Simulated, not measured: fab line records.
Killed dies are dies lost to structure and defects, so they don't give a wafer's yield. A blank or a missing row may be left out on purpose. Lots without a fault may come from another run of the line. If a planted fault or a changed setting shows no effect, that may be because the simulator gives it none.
fab line records + flow rit-cmos
record:
- lots: 6
- wafers: 18
- last-day: 7
route steps=202 shown NRETRO@63 PRETRO@64 GATE@75
lots that met no fault: from a run of the same line without faults
start-h: the number of hours between the record's first day and the start of the first shown wafer of the lot + wait-h: hours since the lot's step before + " the same as in the row above + L1.1+2: a row that stands for several wafers + - no value, or no start was given + * or withheld: withheld + < > ~ a bound
route shown NAME@n: NAME is a module with steps in the file, n the number in the route of the first one + usual: mean and standard deviation over wafers with no fault + same: alike in all rows + chamber/n: place in a boat + sites: each site's reading + _std_site: how widely they spread, as a standard deviation + _edge_site: outer sites' mean less inner sites' + radius-mm: how far each site lies from the wafer's centre + mask NAME#n: copy n + behind: the last tool/chamber to shape the wafer + hold: the reason the lot was held/the length of the hold in hours/how it ended + device: the transistor (n, p or np) that didn't switch + end of line: at the end of the route, the tests of the same wafers + step lacking rows: just its recipe + killed: at the first sort, the dies lost to defects and structure; wafer yield is something else + map: per-die view of a wafer (x killed, . not killed, _ where there is no die)
set.NAME: the setting the step ran with; set.NAME@STEP: the setting that earlier step ran with + model.NAME: the simulator's own value behind a step, which no gauge read
a table for each step, a row for each wafer; lots at some steps of the route
services: a tool's chamber out of use, with start hour (start-h, from the record's first day; less than 0 if before it), hours out, and reason
== steps ==
step: RIT_NRETRO_TW_MEAS_10
usual:
- NRETRO_TW: 1051/9.3
| lot.wafer | tool          | chamber | start-h | wait-h | NRETRO_TW |
|-----------|---------------|---------|---------|--------|-----------|
| L820.1    | film-metro-04 | -       | 60.22   | 0.1    | 1055      |
| L820.4    | "             | -       | "       | "      | 1064      |
| L820.6    | "             | -       | "       | "      | 1057      |
| L822.3    | film-metro-04 | -       | 70.78   | 0.1    | 1066      |
| L822.5    | "             | -       | "       | "      | 1060      |
| L822.6    | "             | -       | "       | "      | 1056      |
| L828.1    | film-metro-03 | -       | 100.07  | 0.1    | 1052      |
| L828.2    | "             | -       | "       | "      | 1047      |
| L828.4    | "             | -       | "       | "      | 1051      |
| L829.2    | film-metro-02 | -       | 106.13  | 0.1    | 1045      |
| L829.5    | "             | -       | "       | "      | 1039      |
| L829.6    | "             | -       | "       | "      | 1041      |
| L835.2    | film-metro-04 | -       | 138.12  | 0.1    | 1072      |
| L835.3    | "             | -       | "       | "      | 1067      |
| L835.5    | "             | -       | "       | "      | 1066      |
| L836.3    | film-metro-03 | -       | 139.86  | 0.1    | 1048      |
| L836.5    | "             | -       | "       | "      | 1044      |
| L836.6    | "             | -       | "       | "      | 1046      |
step: RIT_PRETRO_HMDS_00
recipe:
- prime-time-s: 60
- prime-temp-c: 140
step: RIT_PRETRO_COAT_01
recipe:
- resist: NOVOLAK
- spin-rpm: 2000
- resist-thk-nm: 1300
step: RIT_PRETRO_SOFTBAKE_02
recipe:
- resist: NOVOLAK
- temp-c: 90
- time-s: 60
step: RIT_PRETRO_EXPOSE_03
recipe:
- mask-id: M5
- na: 0.57
- target-cd-nm: 43700
- dose-mj: 250
step: RIT_PRETRO_PEB_04
recipe:
- resist: NOVOLAK
- temp-c: withheld
- time-s: withheld
step: RIT_PRETRO_DEVELOP_05
recipe:
- resist: NOVOLAK
- develop-time-s: 68
- dev-temp-c: 22
step: RIT_PRETRO_OVL_MEAS_06
usual:
- PRETRO_OVL: -0.7/1.1
| lot.wafer | tool       | chamber | start-h | wait-h | PRETRO_OVL[nm] |
|-----------|------------|---------|---------|--------|----------------|
| L820.1    | overlay-02 | -       | 61.29   | -      | -0.4           |
| L820.4    | "          | -       | "       | "      | -1.2           |
| L820.6    | "          | -       | "       | "      | -2.3           |
| L822.3    | overlay-02 | -       | 71.71   | -      | -0.5           |
| L822.5    | "          | -       | "       | "      | -0.6           |
| L822.6    | "          | -       | "       | "      | -0.7           |
| L828.1    | overlay-02 | -       | 101.01  | -      | 2.4            |
| L828.2    | "          | -       | "       | "      | 1.5            |
| L828.4    | "          | -       | "       | "      | 0.7            |
| L829.2    | overlay-01 | -       | 107.20  | -      | -0.1           |
| L829.5    | "          | -       | "       | "      | -0.9           |
| L829.6    | "          | -       | "       | "      | -1.4           |
| L835.2    | overlay-02 | -       | 139.06  | -      | -0.8           |
| L835.3    | "          | -       | "       | "      | -0.9           |
| L835.5    | "          | -       | "       | "      | -0.4           |
| L836.3    | overlay-02 | -       | 140.79  | -      | 0.7            |
| L836.5    | "          | -       | "       | "      | -1.5           |
| L836.6    | "          | -       | "       | "      | 0.9            |
step: RIT_PRETRO_HARDBAKE_07
recipe:
- resist: NOVOLAK
- temp-c: 140
- time-s: 120
step: RIT_PRETRO_IMPLANT_08
recipe:
- species: B
- energy-kev: 45
- dose-cm2: 1.2e+13
- tilt-deg: 7
step: RIT_PRETRO_STRIP_09
recipe:
- chemistry: O2
- time-s: 180
- resist: NOVOLAK
- platen-temp-c: withheld
- power-w: 500
- pressure-mtorr: 4000
- o2-flow-sccm: 4000
usual:
- drypump-motor-current-A: 5.8/0.35
same:
- time-s: 180
| lot.wafer | tool            | chamber | start-h | wait-h | drypump-motor-current-A | rf-hours-counter-h |
|-----------|-----------------|---------|---------|--------|-------------------------|--------------------|
| L820.1    | plasma-asher-02 | 1       | 61.72   | 0.1    | 5.8                     | 41                 |
| L820.4    | "               | 1       | "       | "      | 5.8                     | -                  |
| L820.6    | "               | 1       | "       | "      | 5.8                     | -                  |
| L822.3    | plasma-asher-02 | 1       | 72.30   | 0.1    | 5.8                     | -                  |
| L822.5    | "               | 0       | "       | "      | 5.8                     | -                  |
| L822.6    | "               | 1       | "       | "      | 5.8                     | -                  |
| L828.1    | plasma-asher-02 | 1       | 101.44  | 0.1    | 5.8                     | 45                 |
| L828.2    | "               | 0       | "       | "      | 5.7                     | 45                 |
| L828.4    | "               | 1       | "       | "      | 5.8                     | -                  |
| L829.2    | plasma-asher-01 | 1       | 107.63  | 0.1    | 6.0                     | 47                 |
| L829.5    | "               | 0       | "       | "      | 5.6                     | -                  |
| L829.6    | "               | 1       | "       | "      | 6.0                     | -                  |
| L835.2    | plasma-asher-03 | 1       | 139.49  | 0.1    | 5.2                     | 34                 |
| L835.3    | "               | 0       | "       | "      | 6.3                     | -                  |
| L835.5    | "               | 0       | "       | "      | 6.4                     | -                  |
| L836.3    | plasma-asher-03 | 1       | 141.27  | 0.1    | 5.2                     | -                  |
| L836.5    | "               | 0       | "       | "      | 6.4                     | -                  |
| L836.6    | "               | 1       | "       | "      | 5.1                     | -                  |
step: RIT_PRETRO_TW_MEAS_10
usual:
- PRETRO_TW: 476/6.6
| lot.wafer | tool          | chamber | start-h | wait-h | PRETRO_TW |
|-----------|---------------|---------|---------|--------|-----------|
| L820.1    | film-metro-01 | -       | 61.90   | 0.1    | 481       |
| L820.4    | "             | -       | "       | "      | 482       |
| L820.6    | "             | -       | "       | "      | 481       |
| L822.3    | film-metro-02 | -       | 72.44   | 0.1    | 466       |
| L822.5    | "             | -       | "       | "      | 467       |
| L822.6    | "             | -       | "       | "      | 468       |
| L828.1    | film-metro-02 | -       | 101.62  | 0.1    | 470       |
| L828.2    | "             | -       | "       | "      | 468       |
| L828.4    | "             | -       | "       | "      | 467       |
| L829.2    | film-metro-01 | -       | 107.82  | 0.1    | 481       |
| L829.5    | "             | -       | "       | "      | 478       |
| L829.6    | "             | -       | "       | "      | 477       |
| L835.2    | film-metro-02 | -       | 139.67  | 0.1    | 472       |
| L835.3    | "             | -       | "       | "      | 471       |
| L835.5    | "             | -       | "       | "      | 466       |
| L836.3    | film-metro-03 | -       | 141.41  | 0.1    | 465       |
| L836.5    | "             | -       | "       | "      | 469       |
| L836.6    | "             | -       | "       | "      | 466       |
step: RIT_GATE_WET_ETCH_00
recipe:
- chemistry: BOE
- target: SiO2
- target-depth-nm: 56
- time-s: 60
- dry: n2-spin
- dilution: 10:1
- temp-c: 21.5
usual:
- run-length-s: 88/3.2
| lot.wafer | tool         | chamber | start-h | wait-h | run-length-s | model.SiO2_of_FOX2_OXIDATION_00.thk-nm |
|-----------|--------------|---------|---------|--------|--------------|----------------------------------------|
| L820.1    | wet-bench-01 | 1       | 61.96   | 0.1    | 85           | 264.1                                  |
| L820.4    | "            | 1       | "       | "      | 85           | 259.6                                  |
| L820.6    | "            | 1       | "       | "      | 85           | 264.7                                  |
| L822.3    | wet-bench-03 | 0       | 72.48   | 0.0    | 87           | 260                                    |
| L822.5    | "            | 0       | "       | "      | 87           | 257.4                                  |
| L822.6    | "            | 0       | "       | "      | 87           | 262.5                                  |
| L828.1    | wet-bench-03 | 0       | 101.68  | 0.1    | 68           | 285                                    |
| L828.2    | "            | 0       | "       | "      | 68           | 291.9                                  |
| L828.4    | "            | 0       | "       | "      | 68           | 295.7                                  |
| L829.2    | wet-bench-03 | 0       | 107.87  | 0.0    | 75           | 292.5                                  |
| L829.5    | "            | 0       | "       | "      | 75           | 287.4                                  |
| L829.6    | "            | 0       | "       | "      | 75           | 289.3                                  |
| L835.2    | wet-bench-04 | 2       | 139.72  | 0.0    | 92           | 277.8                                  |
| L835.3    | "            | 2       | "       | "      | 92           | 281.2                                  |
| L835.5    | "            | 2       | "       | "      | 92           | 286.2                                  |
| L836.3    | wet-bench-01 | 2       | 141.45  | 0.0    | 93           | 269.7                                  |
| L836.5    | "            | 2       | "       | "      | 93           | 273.5                                  |
| L836.6    | "            | 2       | "       | "      | 93           | 268.1                                  |
step: RIT_GATE_CLEAN_01
recipe:
- chemistry: SC1
- mix: 3:3:50
- time-s: 600
- temp-c: 75
step: RIT_GATE_CLEAN_02
recipe:
- chemistry: dHF
- dilution: 50:1
- time-s: 30
step: RIT_GATE_CLEAN_03
recipe:
- chemistry: SC2
- mix: 3:3:50
- time-s: 600
- temp-c: 75
- dry: n2-spin
step: RIT_GATE_CLEAN_04
recipe:
- chemistry: dHF
- dilution: 50:1
- time-s: 60
- dry: n2-spin
step: RIT_GATE_OXIDATION_05
recipe:
- temp-c: 900
- ambient: O2
- target-thk-a: 30
- ox-time-s: 270
step: RIT_GATE_ANNEAL_06
recipe:
- temp-c: 900
- time-s: 600
- ambient: N2O
step: RIT_GATE_CVD_08
recipe:
- material: poly-Si
- target-thk-nm: 250
- temp-c: 610
- precursor: SiH4
- time-s: 2220
- pressure-mtorr: 300
- sih4-flow-sccm: 100
step: RIT_GATE_HMDS_10
recipe:
- prime-time-s: 60
- prime-temp-c: 140
step: RIT_GATE_COAT_11
recipe:
- resist: NOVOLAK
- spin-rpm: 4250
- resist-thk-nm: 855.5
step: RIT_GATE_SOFTBAKE_12
recipe:
- resist: NOVOLAK
- temp-c: 90
- time-s: 60
step: RIT_GATE_EXPOSE_13
recipe:
- mask-id: M6
- na: 0.6
- source-shape: conventional
- sigma-outer: 0.6
- target-cd-nm: 150
- dose-mj: 380
step: RIT_GATE_PEB_14
recipe:
- resist: NOVOLAK
- temp-c: withheld
- time-s: withheld
step: RIT_GATE_DEVELOP_15
recipe:
- resist: NOVOLAK
- develop-time-s: 50
- dev-temp-c: 23
step: RIT_GATE_CD_MEAS_16
recipe:
- target-cd-nm: 150
usual:
- cd-nm: 149.6/1.8
| lot.wafer | tool      | chamber | start-h | wait-h | cd-nm |
|-----------|-----------|---------|---------|--------|-------|
| L820.1    | cd-sem-02 | -       | 66.36   | -      | 150.5 |
| L820.4    | "         | -       | "       | "      | 151.2 |
| L820.6    | "         | -       | "       | "      | 149.8 |
| L822.3    | cd-sem-01 | -       | 78.25   | -      | 151.6 |
| L822.5    | "         | -       | "       | "      | 150.9 |
| L822.6    | "         | -       | "       | "      | 149.1 |
| L828.1    | cd-sem-02 | -       | 106.19  | -      | 149.3 |
| L828.2    | "         | -       | "       | "      | 148.5 |
| L828.4    | "         | -       | "       | "      | 149.1 |
| L829.2    | cd-sem-02 | -       | 115.61  | -      | 148.9 |
| L829.5    | "         | -       | "       | "      | 145.9 |
| L829.6    | "         | -       | "       | "      | 147.4 |
| L835.2    | cd-sem-01 | -       | 144.87  | -      | 148.7 |
| L835.3    | "         | -       | "       | "      | 148.7 |
| L835.5    | "         | -       | "       | "      | 148.8 |
| L836.3    | cd-sem-02 | -       | 146.25  | -      | 150.5 |
| L836.5    | "         | -       | "       | "      | 151.7 |
| L836.6    | "         | -       | "       | "      | 149.6 |
step: RIT_GATE_OVL_MEAS_17
usual:
- GATE_OVL: 1.4/1.2
| lot.wafer | tool       | chamber | start-h | wait-h | GATE_OVL[nm] |
|-----------|------------|---------|---------|--------|--------------|
| L820.1    | overlay-01 | -       | 66.48   | 0.1    | 2.2          |
| L820.4    | "          | -       | "       | "      | 2.1          |
| L820.6    | "          | -       | "       | "      | 2.8          |
| L822.3    | overlay-02 | -       | 78.34   | 0.1    | 1.2          |
| L822.5    | "          | -       | "       | "      | 2.3          |
| L822.6    | "          | -       | "       | "      | 2.6          |
| L828.1    | overlay-01 | -       | 106.31  | 0.1    | 1.7          |
| L828.2    | "          | -       | "       | "      | 2.3          |
| L828.4    | "          | -       | "       | "      | 0.6          |
| L829.2    | overlay-01 | -       | 115.71  | 0.1    | 2.4          |
| L829.5    | "          | -       | "       | "      | 1.0          |
| L829.6    | "          | -       | "       | "      | 1.1          |
| L835.2    | overlay-01 | -       | 144.97  | 0.1    | 0.0          |
| L835.3    | "          | -       | "       | "      | 1.6          |
| L835.5    | "          | -       | "       | "      | -0.7         |
| L836.3    | overlay-02 | -       | 146.35  | 0.1    | 0.2          |
| L836.5    | "          | -       | "       | "      | -0.4         |
| L836.6    | "          | -       | "       | "      | 0.2          |
step: RIT_GATE_HARDBAKE_18
recipe:
- resist: NOVOLAK
- temp-c: 140
- time-s: 60
step: RIT_GATE_ETCH_19
recipe:
- chemistry: SF6/CHF3/O2
- time-s: 165
- SF6_flow_sccm: 30
- CHF3_flow_sccm: 30
- O2_flow_sccm: 5
- target: poly-Si
- pressure-mtorr: 40
- rf-w: 160
- target-depth-a: 3125
- over-etch-frac: 0.25
- stop-on: SiO2
usual:
- drypump-motor-current-A: 5.8/0.42
- oes-product-au: 0.850/0.0086
- rf-fwd-power-W: 159.3/0.52
- run-length-s: 193.18/0.28
- throttle-valve-pct: 10.23/0.12
same:
- time-s: 165
| lot.wafer | tool      | chamber | start-h | wait-h | drypump-motor-current-A | oes-product-au | rf-fwd-power-W | rf-hours-counter-h | run-length-s | throttle-valve-pct | model.SiO2_of_FOX2_OXIDATION_00.thk-nm |
|-----------|-----------|---------|---------|--------|-------------------------|----------------|----------------|--------------------|--------------|--------------------|----------------------------------------|
| L820.1    | rie-si-02 | 2       | 66.67   | 0.1    | 5.6                     | 0.847          | 159.5          | 142                | 193.37       | 10.14              | 241.2                                  |
| L820.4    | "         | 0       | "       | "      | 5.3                     | 0.853          | 160.1          | 145                | 192.99       | 10.41              | 236.8                                  |
| L820.6    | "         | 2       | "       | "      | 5.6                     | 0.841          | 159.7          | -                  | 193.35       | 10.15              | 241.8                                  |
| L822.3    | rie-si-02 | 1       | 78.51   | 0.1    | 6.5                     | 0.854          | 159.3          | 69                 | 192.86       | 10.23              | 237.1                                  |
| L822.5    | "         | 3       | "       | "      | 5.8                     | 0.853          | 159.6          | -                  | 193.12       | 10.31              | 234.5                                  |
| L822.6    | "         | 0       | "       | "      | 5.3                     | 0.855          | 160.5          | -                  | 193.30       | 10.42              | 239.9                                  |
| L828.1    | rie-si-02 | 3       | 106.50  | 0.1    | 5.8                     | 0.841          | 159.1          | 148                | 193.65       | 10.30              | 262                                    |
| L828.2    | "         | 2       | "       | "      | 5.5                     | 0.833          | 160.3          | 142                | 193.62       | 10.17              | 268.9                                  |
| L828.4    | "         | 1       | "       | "      | 6.5                     | 0.845          | 159.7          | 69                 | 193.17       | 10.24              | 272.6                                  |
| L829.2    | rie-si-01 | 0       | 115.89  | 0.1    | 5.9                     | 0.855          | 160.8          | 3                  | 192.71       | 10.24              | 269.6                                  |
| L829.5    | "         | 0       | "       | "      | 5.9                     | 0.854          | 159.5          | -                  | 192.77       | 10.22              | 264.6                                  |
| L829.6    | "         | 3       | "       | "      | 5.4                     | 0.858          | 158.4          | -                  | 193.32       | 10.15              | 266.5                                  |
| L835.2    | rie-si-01 | 2       | 145.15  | 0.1    | 5.6                     | 0.843          | 159.2          | 2                  | 192.99       | 10.29              | 254.9                                  |
| L835.3    | "         | 0       | "       | "      | 5.8                     | 0.851          | 158.6          | 3                  | 192.59       | 10.22              | 258.2                                  |
| L835.5    | "         | 1       | "       | "      | 6.4                     | 0.855          | 160.1          | -                  | 192.92       | 10.02              | 263.3                                  |
| L836.3    | rie-si-02 | 2       | 146.52  | 0.1    | 5.6                     | 0.843          | 159.3          | 143                | 193.54       | 10.15              | 246.8                                  |
| L836.5    | "         | 3       | "       | "      | 5.8                     | 0.844          | 159.4          | -                  | 193.15       | 10.30              | 250.3                                  |
| L836.6    | "         | 2       | "       | "      | 5.6                     | 0.837          | 159.0          | -                  | 193.19       | 10.17              | 245.1                                  |
step: RIT_GATE_STRIP_20
recipe:
- chemistry: O2
- time-s: 180
- resist: NOVOLAK
- platen-temp-c: withheld
- power-w: 500
- pressure-mtorr: 4000
- o2-flow-sccm: 4000
usual:
- drypump-motor-current-A: 5.6/0.48
same:
- time-s: 180
| lot.wafer | tool            | chamber | start-h | wait-h | drypump-motor-current-A | rf-hours-counter-h |
|-----------|-----------------|---------|---------|--------|-------------------------|--------------------|
| L820.1    | plasma-asher-04 | 1       | 66.78   | 0.1    | 4.9                     | 44                 |
| L820.4    | "               | 1       | "       | "      | 4.9                     | -                  |
| L820.6    | "               | 0       | "       | "      | 5.5                     | -                  |
| L822.3    | plasma-asher-04 | 1       | 78.68   | 0.1    | 4.9                     | -                  |
| L822.5    | "               | 1       | "       | "      | 5.0                     | -                  |
| L822.6    | "               | 0       | "       | "      | 5.5                     | -                  |
| L828.1    | plasma-asher-01 | 0       | 106.61  | 0.1    | 5.6                     | 47                 |
| L828.2    | "               | 1       | "       | "      | 6.0                     | 47                 |
| L828.4    | "               | 1       | "       | "      | 6.0                     | -                  |
| L829.2    | plasma-asher-04 | 0       | 116.00  | 0.1    | 5.5                     | 50                 |
| L829.5    | "               | 1       | "       | "      | 5.0                     | -                  |
| L829.6    | "               | 0       | "       | "      | 5.5                     | -                  |
| L835.2    | plasma-asher-03 | 1       | 145.26  | 0.1    | 5.2                     | 34                 |
| L835.3    | "               | 0       | "       | "      | 6.3                     | -                  |
| L835.5    | "               | 0       | "       | "      | 6.4                     | -                  |
| L836.3    | plasma-asher-03 | 0       | 146.69  | 0.1    | 6.4                     | -                  |
| L836.5    | "               | 0       | "       | "      | 6.4                     | -                  |
| L836.6    | "               | 1       | "       | "      | 5.2                     | -                  |
== services ==
| tool            | chamber | start-h | hours | kind           |
|-----------------|---------|---------|-------|----------------|
| plasma-asher-04 | -       | 52.02   | 1.9   | repair         |
| wet-bench-01    | -       | 81.45   | 1.6   | repair         |
| rie-si-01       | 3       | 89.50   | 4.9   | repair         |
| rie-si-01       | 0       | 94.70   | 4.2   | repair         |
| plasma-asher-01 | -       | 108.75  | 9.0   | pm             |
| plasma-asher-01 | 0       | 108.75  | 9.0   | vent-cycle     |
| plasma-asher-01 | 1       | 108.75  | 9.0   | vent-cycle     |
| plasma-asher-02 | -       | 109.32  | 2.8   | pm             |
| plasma-asher-01 | 0       | 117.75  | -     | clean          |
| plasma-asher-01 | 1       | 117.75  | -     | clean          |
| rie-si-02       | 3       | 121.22  | -     | clean          |
| rie-si-02       | 3       | 121.22  | 23.3  | scheduled-down |
| rie-si-02       | 3       | 121.22  | 23.3  | vent-cycle     |
| rie-si-01       | 0       | 125.31  | 16.7  | repair         |
| rie-si-02       | 0       | 144.48  | -     | clean          |
| rie-si-02       | 0       | 144.48  | 27.3  | scheduled-down |
| rie-si-02       | 0       | 144.48  | 27.3  | vent-cycle     |
== key ==
first-sign:
- step: RIT_GATE_WET_ETCH_00
- reading: run-length-s
- direction: down
- sigmas: 5.2
- usual: *
- struck: *
effect none on later readings
model-effect:
- step: RIT_GATE_WET_ETCH_00
- value: SiO2_of_FOX2_OXIDATION_00.thk-nm
- without: 273.8
- struck: 290.3
model-effect:
- step: RIT_GATE_ETCH_19
- value: SiO2_of_FOX2_OXIDATION_00.thk-nm
- without: 250.9
- struck: 267.4
met-at RIT_GATE_WET_ETCH_00
struck-wafers L828.1,L828.2,L828.4,L829.2,L829.5,L829.6
later-rows-left-out L828.1,L828.2,L828.4,L829.2,L829.5,L829.6
sort-left-out L828.1,L828.2,L828.4,L829.2,L829.5,L829.6
tester-left-out L828,L829
onset-between 72.48 101.68
fault:
- kind: process-parameter-drift
- tool: wet-bench-03
- chamber: 0
- onset-h: 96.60
- steps: RIT_GATE_WET_ETCH_00
- channel: time-s
- offset: *
- shape: step
- end-h: 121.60
- acts-in: *
- stated: *
tester-left-out: of these lots the tester's yield and bins aren't shown, on N5 and GAA mostly nor the transistor test; their killed dies are dies lost to structure and defects alone, not to doping, threshold or leakage, so they don't give the yield
sort-left-out: the simulated sort isn't trusted on such a fault, so these wafers' sort isn't shown, and their yield isn't known
later-rows-left-out: the simulator's readings of these wafers behind a module that went badly wrong aren't trusted and aren't shown, but for the sort
